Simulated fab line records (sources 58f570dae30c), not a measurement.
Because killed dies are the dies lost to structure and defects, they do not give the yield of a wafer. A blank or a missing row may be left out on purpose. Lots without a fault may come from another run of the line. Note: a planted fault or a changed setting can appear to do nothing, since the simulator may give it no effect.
A single fault, viewed from 2 desks | flow berkeley-cmos170 | numbers are kept per desk, each desk with only its own; the story behind them comes last

FOR THE TOOL OWNER'S DESK: rie-diel-03
The tool's own readings at UCB170_M3_ETCH_17 (etches BARC in N2/H2): means of the sampled wafers that have a number, for each lot that ran on this tool. Marked OUT: a lot whose mean sits more than 4 standard deviations from the usual mean, which makes it out of limits; the brackets give that distance.
Columns: A = bias-w at UCB170_M3_ETCH_17, usual 100.02 W; B = chamber-pressure-mTorr at UCB170_M3_ETCH_17, usual 30.001 mTorr; C = drypump-motor-current-A at UCB170_M3_ETCH_17, usual 5.7 A; D = oes-product-au at UCB170_M3_ETCH_17, usual 0.998 a.u.; E = throttle-valve-pct at UCB170_M3_ETCH_17, usual 13.32 %
lot  | first seen here | A      | B      | C   | D     | E
L425 | day 10 18:24    | 100.37 | 30.020 | 5.2 | 1.008 | 13.30
L427 | day 11 11:06    | 99.90  | 30.002 | 5.6 | 0.999 | 13.35
L437 | day 15 02:02    | 100.15 | 29.988 | 5.4 | 0.998 | 13.28
This desk found nothing out of limits on any of the 3 lots.

THE METROLOGY DESK
Lot by lot, what the gauges showed, no matter which tool ran the lot: averages of those sampled wafers that carry a number. Marked OUT: a lot whose mean sits more than 4 standard deviations from the usual mean, which makes it out of limits; the brackets give that distance.
Columns: A = V2_POLISHED_THK at UCB170_V2_THK_MEAS_04, usual 1000.1 nm; B = cd-nm at UCB170_M3_CD_MEAS_90, usual 701 nm
lot  | first seen here | A      | B
L415 | day 8 08:26     | 1000.7 | 697
L417 | day 9 03:04     | 999.5  | 699
L419 | day 9 12:37     | 1002.3 | 699
L416 | day 9 14:13     | 999.0  | 699
L421 | day 9 23:16     | 1001.1 | 711
L422 | day 9 23:34     | 1000.2 | 698
L425 | day 10 14:20    | 1001.9 | 707
L427 | day 11 04:41    | 1000.4 | 694
L428 | day 11 05:06    | 999.0  | 710
L430 | day 12 04:01    | 999.2  | -
L431 | day 12 23:52    | 1000.8 | -
L433 | day 13 00:13    | 1000.3 | 704
L437 | day 14 21:18    | 998.3  | 696
L438 | day 14 21:28    | 999.2  | 705
This desk found nothing out of limits on any of the 14 lots.

BROUGHT TOGETHER
The desk of the tool owner found nothing out of limits.
From the metrology desk's view, nothing was out of limits.

WHAT HAD BEEN PUT IN BY THE SIMULATOR
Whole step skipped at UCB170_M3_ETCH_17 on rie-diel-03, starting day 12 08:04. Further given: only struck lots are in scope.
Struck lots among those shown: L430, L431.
